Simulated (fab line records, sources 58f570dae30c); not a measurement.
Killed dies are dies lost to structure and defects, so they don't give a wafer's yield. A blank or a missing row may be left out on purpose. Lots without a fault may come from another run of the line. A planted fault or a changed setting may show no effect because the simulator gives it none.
Which tool did it? | flow berkeley_cmos170 | 13 lots, 39 wafers sampled, at 5 steps of a route of 331

WHAT THE GAUGES READ, wafer by wafer
UCB170_GATE_THK_MEAS_02. Usual: GATE_OXIDE_THK 6.94 nm, standard deviation 0.15.
lot  | measured    | on            | GATE_OXIDE_THK (nm) | flag
L841 | day 6 07:56 | film_metro-04 | 6.93 6.89 7.03      |
L844 | day 6 13:17 | film_metro-03 | 6.93 6.88 7.03      |
L843 | day 6 13:17 | film_metro-02 | 6.93 6.97 6.97      |
L847 | day 6 19:22 | film_metro-04 | 6.85 6.75 6.90      |
L846 | day 6 19:23 | film_metro-02 | 6.71 6.74 6.59      |
L848 | day 7 09:03 | film_metro-02 | 6.66 6.62 6.58      |
L849 | day 7 16:51 | film_metro-03 | 6.94 6.92 7.02      |
L850 | day 7 16:52 | film_metro-02 | 6.88 6.86 6.72      |
L851 | day 8 16:51 | film_metro-02 | 6.98 6.90 7.13      |
L854 | day 8 16:51 | film_metro-04 | 7.07 7.11 7.23      |
L856 | day 8 16:55 | film_metro-03 | 7.19 7.26 7.23      |
L858 | day 9 10:35 | film_metro-04 | 6.63 6.70 6.78      |
L860 | day 9 23:06 | film_metro-02 | 6.89 6.85 6.86      |

UCB170_GATE_CD_MEAS_12: target cd 350 nm. Usual: cd_nm 350.5 nm, standard deviation 1.2.
lot  | measured     | on        | cd_nm (nm)        | flag
L841 | day 6 15:29  | cd_sem-01 | 349.6 349.4 349.8 |
L844 | day 6 21:53  | cd_sem-02 | 350.0 350.3 350.2 |
L843 | day 6 21:38  | cd_sem-01 | 350.2 349.2 349.3 |
L847 | day 7 01:21  | cd_sem-02 | 351.5 351.5 353.0 |
L846 | day 7 01:40  | cd_sem-02 | 351.3 351.1 350.8 |
L848 | day 7 17:29  | cd_sem-01 | 351.0 351.8 351.4 |
L849 | day 8 00:05  | cd_sem-01 | 348.5 348.3 349.9 |
L850 | day 7 23:50  | cd_sem-01 | 350.0 351.9 349.9 |
L851 | day 9 02:37  | cd_sem-02 | 351.2 351.4 351.4 |
L854 | day 9 02:28  | cd_sem-01 | 349.7 348.2 349.9 |
L856 | day 9 02:58  | cd_sem-01 | 353.4 353.0 352.8 |
L858 | day 9 18:29  | cd_sem-01 | 349.3 350.8 350.0 |
L860 | day 10 08:28 | cd_sem-01 | 348.4 349.1 350.5 |

UCB170_PLDD_TW_MEAS_11. Usual: PLDD_TW 1010, standard deviation 7.4.
lot  | measured     | on            | PLDD_TW        | flag
L841 | day 6 17:48  | film_metro-03 | 1005 1004 1010 |
L844 | day 7 01:05  | film_metro-02 | 1023 1026 1024 |
L843 | day 7 00:53  | film_metro-01 | 998 1006 999   |
L847 | day 7 03:43  | film_metro-01 | 1003 998 997   |
L846 | day 7 03:56  | film_metro-03 | 1013 1013 1013 |
L848 | day 7 20:03  | film_metro-03 | 1012 1008 1009 |
L849 | day 8 02:19  | film_metro-02 | 1011 1011 1012 |
L850 | day 8 02:06  | film_metro-03 | 1009 1006 1009 |
L851 | day 9 06:17  | film_metro-02 | 1011 1009 1013 |
L854 | day 9 05:58  | film_metro-02 | 1011 1017 1011 |
L856 | day 9 06:31  | film_metro-01 | 1011 1010 1012 |
L858 | day 9 20:42  | film_metro-02 | 1013 1007 1013 |
L860 | day 10 10:48 | film_metro-02 | 1019 1016 1012 |

UCB170_SPACER_THK_MEAS_01. Usual: SPACER_TEOS_THK 376 nm, standard deviation 5.
lot  | measured     | on            | SPACER_TEOS_THK (nm) | flag
L841 | day 6 20:32  | film_metro-04 | 372 375 374          |
L844 | day 7 03:36  | film_metro-04 | 367 370 376          |
L843 | day 7 03:22  | film_metro-01 | 380 381 382          |
L847 | day 7 05:58  | film_metro-03 | 378 387 382          |
L846 | day 7 06:23  | film_metro-04 | 376 385 385          |
L848 | day 7 22:28  | film_metro-01 | 367 364 377          |
L849 | day 8 05:43  | film_metro-04 | 368 368 373          |
L850 | day 8 05:44  | film_metro-01 | 376 371 383          |
L851 | day 9 09:41  | film_metro-04 | 372 382 376          |
L854 | day 9 08:58  | film_metro-01 | 375 379 383          |
L856 | day 9 10:04  | film_metro-04 | 351 377 377          |
L858 | day 9 22:39  | film_metro-03 | 383 373 381          |
L860 | day 10 13:08 | film_metro-01 | 374 381 382          |

WHICH TOOL RAN EACH LOT (tool, then ch and the chambers of the sampled wafers, then the start)
lot  | UCB170_SPACER_CVD_00
L841 | pecvd-02 ch 1,2, day 6 20:29
L844 | pecvd-02 ch 0,1, day 7 03:34
L843 | pecvd-01 ch 0,1, day 7 03:17
L847 | pecvd-03 ch 0,1,2, day 7 05:56
L846 | pecvd-01 ch 0,1, day 7 06:19
L848 | pecvd-02 ch 0,1,2, day 7 22:25
L849 | pecvd-03 ch 0,1, day 8 05:41
L850 | pecvd-02 ch 0,1,2, day 8 05:41
L851 | pecvd-02 ch 0,1,2, day 9 09:38
L854 | pecvd-02 ch 0,2, day 9 08:55
L856 | pecvd-01 ch 0,2, day 9 10:01
L858 | pecvd-03 ch 0,2, day 9 22:35
L860 | pecvd-02 ch 1,2, day 10 13:05
- UCB170_SPACER_CVD_00: deposits SiO2 from TEOS/O2, target thk 376 nm, time 47 s.

WHAT THE TOOLS THEMSELVES READ (means of the sampled wafers that have a number; where no wafer has one, the mark that the record gives instead)
UCB170_SPACER_CVD_00. Usual: heater_power_w 271 W, standard deviation 47; rf_fwd_power_W 543.1 W, standard deviation 2.1.
lot  | tool     | heater_power_w (W) | rf_fwd_power_W (W) | flag
L841 | pecvd-02 | 269                | 541.1              |
L844 | pecvd-02 | 296                | 544.0              |
L843 | pecvd-01 | 242                | 541.7              |
L847 | pecvd-03 | 239                | 544.2              |
L846 | pecvd-01 | 212                | 541.4              |
L848 | pecvd-02 | 301                | 542.6              |
L849 | pecvd-03 | 222                | 544.9              |
L850 | pecvd-02 | 312                | 542.8              |
L851 | pecvd-02 | 288                | 541.9              |
L854 | pecvd-02 | 311                | 541.8              |
L856 | pecvd-01 | 270                | 545.4              |
L858 | pecvd-03 | 254                | 542.6              |
L860 | pecvd-02 | 282                | 542.2              |

THE ANSWER, worked out from the rows above alone
Rule: a lot is off if the mean of its wafers that have a number lies more than 3 standard deviations from the usual mean. A lot without any number at a reading at which 4 lots or more have one is off too. The other lots that the step has rows for count as sound. The gauges are gone through in route order, then the tools' own readings, and for those a lot's mean is taken as printed above. The first step at which some lot is off is used, and at that step the reading that is off furthest; a lot without a number counts as furthest.
No lot is off at any reading shown: from this, nothing can be told.

WHAT THE SIMULATOR HAD PUT IN
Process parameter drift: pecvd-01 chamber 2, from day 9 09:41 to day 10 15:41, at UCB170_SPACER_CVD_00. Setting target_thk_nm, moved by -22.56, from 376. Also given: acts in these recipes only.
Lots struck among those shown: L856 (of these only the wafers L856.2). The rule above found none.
